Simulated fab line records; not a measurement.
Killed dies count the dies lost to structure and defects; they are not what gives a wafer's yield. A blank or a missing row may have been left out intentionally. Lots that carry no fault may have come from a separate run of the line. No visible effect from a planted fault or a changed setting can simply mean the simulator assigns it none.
Lot-split experiment | flow rit-cmos | 23 wafers read across 5 lots, on a route 202 steps long

## ABOUT THE SPLIT
At RIT_REOX_CLEAN_00 (cleans in SC1, time 600 s), the setting temp-c was moved away from the recipe's 75 C on 15 of the 23 wafers read, by -2.5% to +1.8%. The other wafers ran this setting at the recipe's value.

The split's own step is where the reading is taken.

## THE READING
poly-Si_of_GATE_CVD_08.thk-nm (the simulator's own value, which no gauge read), in nm, at RIT_REOX_CLEAN_00 (cleans in SC1, time 600 s). The file gives no usual value for it. Across the 8 wafers here that went through the recipe, the average is 255.8 nm and the standard deviation 5.2 nm.

wafer  | tool, chamber at the split | temp-c as run, C | against the recipe | poly-Si_of_GATE_CVD_08.thk-nm, nm | against lot-mates on the recipe
L075.2 | -, -                       | 73.49            | -2.0%              | 245.9                             | no lot-mate on the recipe
L075.3 | -, -                       | 73.49            | -2.0%              | 245.9                             | no lot-mate on the recipe
L075.4 | -, -                       | 73.49            | -2.0%              | 245.9                             | no lot-mate on the recipe
L075.5 | -, -                       | 73.49            | -2.0%              | 243.7                             | no lot-mate on the recipe
L075.6 | -, -                       | 73.49            | -2.0%              | 246.5                             | no lot-mate on the recipe
L076.1 | -, -                       | 76.32            | +1.8%              | 284.9                             | no lot-mate on the recipe
L076.2 | -, -                       | 76.32            | +1.8%              | 280.9                             | no lot-mate on the recipe
L076.3 | -, -                       | 76.32            | +1.8%              | 281.4                             | no lot-mate on the recipe
L076.5 | -, -                       | 76.32            | +1.8%              | 281.8                             | no lot-mate on the recipe
L076.6 | -, -                       | 76.32            | +1.8%              | 283                               | no lot-mate on the recipe
L077.1 | -, -                       | 75               | recipe             | 260.8                             | -
L077.3 | -, -                       | 75               | recipe             | 259                               | -
L077.4 | -, -                       | 75               | recipe             | 260.9                             | -
L077.5 | -, -                       | 75               | recipe             | 259.3                             | -
L077.6 | -, -                       | 75               | recipe             | 258.8                             | -
L080.1 | -, -                       | 73.09            | -2.5%              | 234.2                             | no lot-mate on the recipe
L080.2 | -, -                       | 73.09            | -2.5%              | 230                               | no lot-mate on the recipe
L080.3 | -, -                       | 73.09            | -2.5%              | 232.1                             | no lot-mate on the recipe
L080.4 | -, -                       | 73.09            | -2.5%              | 234.5                             | no lot-mate on the recipe
L080.6 | -, -                       | 73.09            | -2.5%              | 231.3                             | no lot-mate on the recipe
L081.2 | wet-bench-03, 2            | 75               | recipe             | 249.2                             | -
L081.3 | wet-bench-03, 2            | 75               | recipe             | 247.9                             | -
L081.4 | wet-bench-03, 2            | 75               | recipe             | 250.3                             | -

THE FIT
A straight line over all 23 wafers: poly-Si_of_GATE_CVD_08.thk-nm changes by +10.3 nm for each +1% of temp-c; r = +0.95; the points scatter about the line by 5.7 nm.
Too few moved wafers with a lot-mate on the recipe to fit a line net of each lot's own level.

## FILE'S OWN FIT
poly-Si_of_GATE_CVD_08.thk-nm changes by +10.3 nm for each +1% of temp-c, r = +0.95.
